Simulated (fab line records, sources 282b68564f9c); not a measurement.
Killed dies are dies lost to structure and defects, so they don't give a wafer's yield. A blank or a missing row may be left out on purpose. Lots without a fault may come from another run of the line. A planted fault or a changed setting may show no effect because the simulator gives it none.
Which tool did it? | flow rit_cmos | 14 lots, 42 wafers sampled, at 1 step of a route of 202

WHAT THE GAUGES READ, wafer by wafer
The record holds no reading of a measuring or inspecting step that can be judged against a usual standard deviation.

WHICH TOOL RAN EACH LOT (tool, then ch and the chambers of the sampled wafers, then the start)
lot  | RIT_PWELL_STRIP_09
L973 | plasma_asher-03 ch 0,1, day 2 05:34
L972 | plasma_asher-04 ch 0,1, day 2 06:04
L974 | plasma_asher-03 ch 0,1, day 2 09:10
L976 | plasma_asher-04 ch 0,1, day 2 21:38
L978 | plasma_asher-03 ch 0,1, day 3 08:13
L981 | plasma_asher-04 ch 0,1, day 4 02:33
L982 | plasma_asher-03 ch 0,1, day 4 02:52
L983 | plasma_asher-03 ch 0,1, day 4 07:19
L984 | plasma_asher-03 ch 0,1, day 4 12:26
L985 | plasma_asher-04 ch 0,1, day 4 22:38
L986 | plasma_asher-04 ch 0,1, day 5 02:21
L988 | plasma_asher-03 ch 0,1, day 5 11:48
L990 | plasma_asher-04 ch 0,1, day 5 20:53
L991 | plasma_asher-03 ch 0,1, day 6 00:29
- RIT_PWELL_STRIP_09: strips in O2, time 180 s.

WHAT THE TOOLS THEMSELVES READ (means of the sampled wafers that have a number; where no wafer has one, the mark that the record gives instead)
RIT_PWELL_STRIP_09. Usual: drypump_motor_current_A 5.79 A, standard deviation 0.28; o2_flow_sccm 4001 sccm, standard deviation 12.
lot  | tool            | drypump_motor_current_A (A) | o2_flow_sccm (sccm) | flag
L973 | plasma_asher-03 | 5.77                        | 3996                |
L972 | plasma_asher-04 | 5.72                        | 4014                |
L974 | plasma_asher-03 | 5.72                        | 3999                |
L976 | plasma_asher-04 | 5.95                        | 3995                |
L978 | plasma_asher-03 | 5.78                        | 4001                |
L981 | plasma_asher-04 | 5.72                        | 4007                |
L982 | plasma_asher-03 | 5.80                        | 4003                |
L983 | plasma_asher-03 | 5.79                        | 4007                |
L984 | plasma_asher-03 | 5.79                        | 3994                |
L985 | plasma_asher-04 | 5.71                        | 4001                |
L986 | plasma_asher-04 | 5.72                        | 4002                |
L988 | plasma_asher-03 | 5.79                        | 3200                | OFF
L990 | plasma_asher-04 | 5.97                        | 3992                |
L991 | plasma_asher-03 | 5.72                        | 3209                | OFF

THE ANSWER, worked out from the rows above alone
Rule: a lot is off if the mean of its wafers that have a number lies more than 3 standard deviations from the usual mean. A lot without any number at a reading at which 4 lots or more have one is off too. The other lots that the step has rows for count as sound. The gauges are gone through in route order, then the tools' own readings, and for those a lot's mean is taken as printed above. The first step at which some lot is off is used, and at that step the reading that is off furthest; a lot without a number counts as furthest.
Off: L988, L991, at RIT_PWELL_STRIP_09 (o2_flow_sccm).
A tool fits if, at that step or a process step before it, it ran every lot that is off, and no sound lot after the first of them. One fits: plasma_asher-03 at RIT_PWELL_STRIP_09. Its last sound lot is L984 (day 4 12:26), its first lot that is off L988 (day 5 11:48): a fault that began between those two fits.
The tool's own readings at RIT_PWELL_STRIP_09 bear it out: on the lots that are off they differ by more than 5 times the standard deviation of the sound lots' means. o2_flow_sccm reads 3204 sccm there against 4001 sccm on the sound lots.

WHAT THE SIMULATOR HAD PUT IN
Process parameter drift: plasma_asher-03, from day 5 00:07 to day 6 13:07, at RIT_PWELL_STRIP_09. Setting o2_flow_sccm, moved by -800, from 4000. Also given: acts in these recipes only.
Lots struck among those shown: L988, L991. The rule above found the same.
